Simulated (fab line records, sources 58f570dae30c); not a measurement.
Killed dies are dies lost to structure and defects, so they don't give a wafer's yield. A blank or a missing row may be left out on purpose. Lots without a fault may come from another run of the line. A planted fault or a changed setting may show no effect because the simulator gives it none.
Split-lot experiment | flow berkeley_cmos170 | 5 lots, 23 wafers read, on a route of 331 steps

THE SPLIT
At UCB170_GATE_COAT_07 (resist thk 900 nm), the setting resist_thk_nm was moved away from the recipe's 900 nm on 9 of the 23 wafers read, by -4.5% to +5.0%. The other wafers ran this setting at the recipe's value.

The reading is taken at the split's own step.

THE READING
KrF_of_GATE_COAT_07.thk_nm (the simulator's own value, which no gauge read), in nm, at UCB170_GATE_COAT_07 (resist thk 900 nm). The file gives no usual value for it. The 14 wafers here that ran the recipe average 899.5 nm, standard deviation 2 nm.

wafer  | tool, chamber at the split | resist_thk_nm as run, nm | against the recipe | KrF_of_GATE_COAT_07.thk_nm, nm | against lot-mates on the recipe
L074.2 | litho_track-03, 0          | 900                      | recipe             | 896.9                          | -
L074.3 | litho_track-03, 0          | 860.7                    | -4.4%              | 856.1                          | -41.4
L074.4 | litho_track-03, 0          | 900                      | recipe             | 898.4                          | -
L074.5 | litho_track-03, 0          | 860.7                    | -4.4%              | 856.3                          | -41.2
L074.6 | litho_track-03, 0          | 900                      | recipe             | 897.3                          | -
L076.1 | litho_track-03, 0          | 900                      | recipe             | 902                            | -
L076.2 | litho_track-03, 0          | 916.4                    | +1.8%              | 919.9                          | +18.0
L076.3 | litho_track-03, 0          | 900                      | recipe             | 903.3                          | -
L076.4 | litho_track-03, 0          | 916.4                    | +1.8%              | 917.5                          | +15.6
L076.5 | litho_track-03, 0          | 900                      | recipe             | 900.3                          | -
L078.1 | litho_track-02, 0          | 900                      | recipe             | 899.1                          | -
L078.3 | litho_track-02, 0          | 900                      | recipe             | 900.4                          | -
L078.6 | litho_track-02, 0          | 900                      | recipe             | 897.9                          | -
L083.1 | litho_track-03, 0          | 900                      | recipe             | 901.3                          | -
L083.2 | litho_track-03, 0          | 945.1                    | +5.0%              | 950.2                          | +49.6
L083.4 | litho_track-03, 0          | 900                      | recipe             | 898.2                          | -
L083.5 | litho_track-03, 0          | 945.1                    | +5.0%              | 947                            | +46.4
L083.6 | litho_track-03, 0          | 900                      | recipe             | 902.4                          | -
L085.1 | litho_track-01, 0          | 900                      | recipe             | 897.5                          | -
L085.2 | litho_track-01, 0          | 859.8                    | -4.5%              | 855.8                          | -42.1
L085.4 | litho_track-01, 0          | 859.8                    | -4.5%              | 857.9                          | -40.0
L085.5 | litho_track-01, 0          | 859.8                    | -4.5%              | 855                            | -42.9
L085.6 | litho_track-01, 0          | 900                      | recipe             | 898.2                          | -

THE FIT
A straight line over all 23 wafers: KrF_of_GATE_COAT_07.thk_nm changes by +9.82 nm for each +1% of resist_thk_nm; r = +1.00; the points scatter about the line by 1.9 nm.
The same after taking each lot's own level away (the mean of its wafers on the recipe; 23 wafers): +9.44 nm for each +1%; r = +1.00; scatter 1.3 nm.
On that fit, the largest move of resist_thk_nm shifts the reading by 47 nm.
The lots' own levels span 897.53 to 901.87 nm, that is 2.2 times the standard deviation above.
So the lot-to-lot level changes the slope little: the two slopes agree.
Check: with one of the wafers moved furthest among these (+5.0%) left out of the fit, the line predicts +46.7 nm for it against its lot-mates. It came out at +49.6 nm against them.

OTHER SPLITS ON THESE WAFERS
These wafers also went through other splits before the reading. Each is held against what the fit with the lots' levels taken away leaves over:
other split on the same wafers        | wafers away from the commonest value | r with KrF_of_GATE_COAT_07.thk_nm (lot level and that fit taken away)
UCB170_NWELL_CVD_04 sih2cl2_flow_sccm | 18                                   | -0.04
UCB170_PWELL_OXIDATION_02 ox_time_s   | 5                                    | +0.06
UCB170_ACTIVE_COAT_08 resist_thk_nm   | 10                                   | +0.01
UCB170_FIELD_OXIDATION_01 temp_c      | 15                                   | +0.08
UCB170_SACOX_OXIDATION_01 temp_c      | 15                                   | -0.09
UCB170_PVT_SOFTBAKE_02 temp_c         | 10                                   | +0.02

THE FILE'S OWN FIT
KrF_of_GATE_COAT_07.thk_nm changes by +9.45 nm for each +1% of resist_thk_nm, r = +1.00.
